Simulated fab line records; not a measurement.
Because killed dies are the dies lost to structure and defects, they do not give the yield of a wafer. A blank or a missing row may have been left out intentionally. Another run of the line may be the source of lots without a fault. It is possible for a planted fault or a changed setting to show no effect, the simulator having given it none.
The same fault as seen by 2 desks || flow rit-cmos || what lay behind the numbers comes last; until then each desk has only its own

THE METROLOGY DESK
What the gauges read, lot by lot, whatever tool the lot ran on: means of the sampled wafers that have a number. A lot is out of limits, marked OUT, if its mean lies more than 4 standard deviations from the usual mean; the brackets give that distance.
Columns: A = FIELD_OXIDE_LEFT_2_THK at RIT_FOX2_THK_MEAS_91, usual 259 nm; B = GATE_POLY_THK at RIT_GATE_THK_MEAS_09, usual 240 nm; C = PSD_TW at RIT_PSD_TW_MEAS_10, usual 3404; D = M1_AL_RS at RIT_M1_RS_MEAS_01, usual 0.0736 ohm/sq; E = M1_AL_THK at RIT_M1_THK_MEAS_02, usual 393 nm
{"lot": "L413", "first seen here": "day 2 08:19", "A": 263, "B": 238, "C": 3377, "D": 0.0751, "E": 384}
{"lot": "L414", "first seen here": "day 2 13:01", "A": 260, "B": 239, "C": 3377, "D": 0.0738, "E": 393}
{"lot": "L417", "first seen here": "day 3 04:23", "A": 263, "B": 239, "C": 3411, "D": 0.0726, "E": 395}
{"lot": "L419", "first seen here": "day 3 14:59", "A": 262, "B": 239, "C": 3381, "D": 0.0727, "E": 393}
{"lot": "L420", "first seen here": "day 3 18:58", "A": 264, "B": 239, "C": 3395, "D": 0.0736, "E": 394}
{"lot": "L421", "first seen here": "day 4 00:48", "A": 263, "B": 238, "C": 3391, "D": 0.0737, "E": 389}
{"lot": "L422", "first seen here": "day 4 04:37", "A": 264, "B": 238, "C": 3395, "D": 0.0729, "E": 398}
{"lot": "L424", "first seen here": "day 4 16:10", "A": 251, "B": 236, "C": 3398, "D": 0.0728, "E": 396}
{"lot": "L425", "first seen here": "day 4 20:09", "A": 260, "B": 237, "C": 3384, "D": 0.0735, "E": 395}
{"lot": "L426", "first seen here": "day 5 01:19", "A": 261, "B": 244, "C": 3421, "D": 0.0730, "E": 394}
{"lot": "L432", "first seen here": "day 6 07:43", "A": 255, "B": 240, "C": 3409, "D": "0.0381 (-40) OUT", "E": "751 (+70) OUT"}
{"lot": "L434", "first seen here": "day 6 17:51", "A": 255, "B": 240, "C": 3402, "D": "0.0384 (-40) OUT", "E": "747 (+69) OUT"}
{"lot": "L436", "first seen here": "day 7 06:07", "A": 254, "B": 238, "C": 3379, "D": 0.0718, "E": 406}
Per this desk, out of limits: L432, L434; the first was L432, day 7 06:48 (M1_AL_RS at RIT_M1_RS_MEAS_01). L413, L414, L417, L419, L420, L421, L422, L424, L425, L426, L436 stayed within limits.

DESK OF THE TOOL OWNER: pvd-sputter-04
The tool's own readings at RIT_M1_SPUTTER_00 (material Al, target thk 400 nm, time 500 s): means of the sampled wafers that have a number, for each lot that ran on this tool. A lot is out of limits, marked OUT, if its mean lies more than 4 standard deviations from the usual mean; the brackets give that distance.
Columns: A = chamber-pressure-pa at RIT_M1_SPUTTER_00, usual 0.4000 Pa; B = throttle-valve-pct at RIT_M1_SPUTTER_00, usual 29.7 %
{"lot": "L413", "first seen here": "day 3 04:56", "A": 0.4002, "B": 30.4}
{"lot": "L417", "first seen here": "day 4 00:58", "A": 0.4010, "B": 29.5}
{"lot": "L420", "first seen here": "day 4 16:13", "A": 0.4004, "B": 29.9}
{"lot": "L422", "first seen here": "day 5 00:59", "A": 0.4011, "B": 30.2}
{"lot": "L424", "first seen here": "day 5 12:25", "A": 0.3996, "B": 29.7}
{"lot": "L426", "first seen here": "day 6 02:45", "A": 0.4000, "B": 29.8}
{"lot": "L432", "first seen here": "day 7 06:30", "A": 0.4009, "B": 29.4}
{"lot": "L434", "first seen here": "day 7 16:00", "A": 0.4000, "B": 30.3}
Finding of this desk: none of the 8 lots has anything out of limits.

ALL TOGETHER
At day 7 06:48 the metrology desk could have sounded an alarm, on L432, L434.
Nothing out of limits was seen by the tool owner's desk.
The tool owner's desk has L432, L434 on record, within its limits.
Of the lots named, all ran RIT_M1_SPUTTER_00 on pvd-sputter-04.

WHAT THE SIMULATOR HAD PUT IN
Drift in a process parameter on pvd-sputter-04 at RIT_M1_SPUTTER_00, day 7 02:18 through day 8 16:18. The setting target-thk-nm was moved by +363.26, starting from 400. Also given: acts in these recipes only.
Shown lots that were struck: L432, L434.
Hours from the fault's start to each desk's first reading out of limits: the metrology desk, 4.
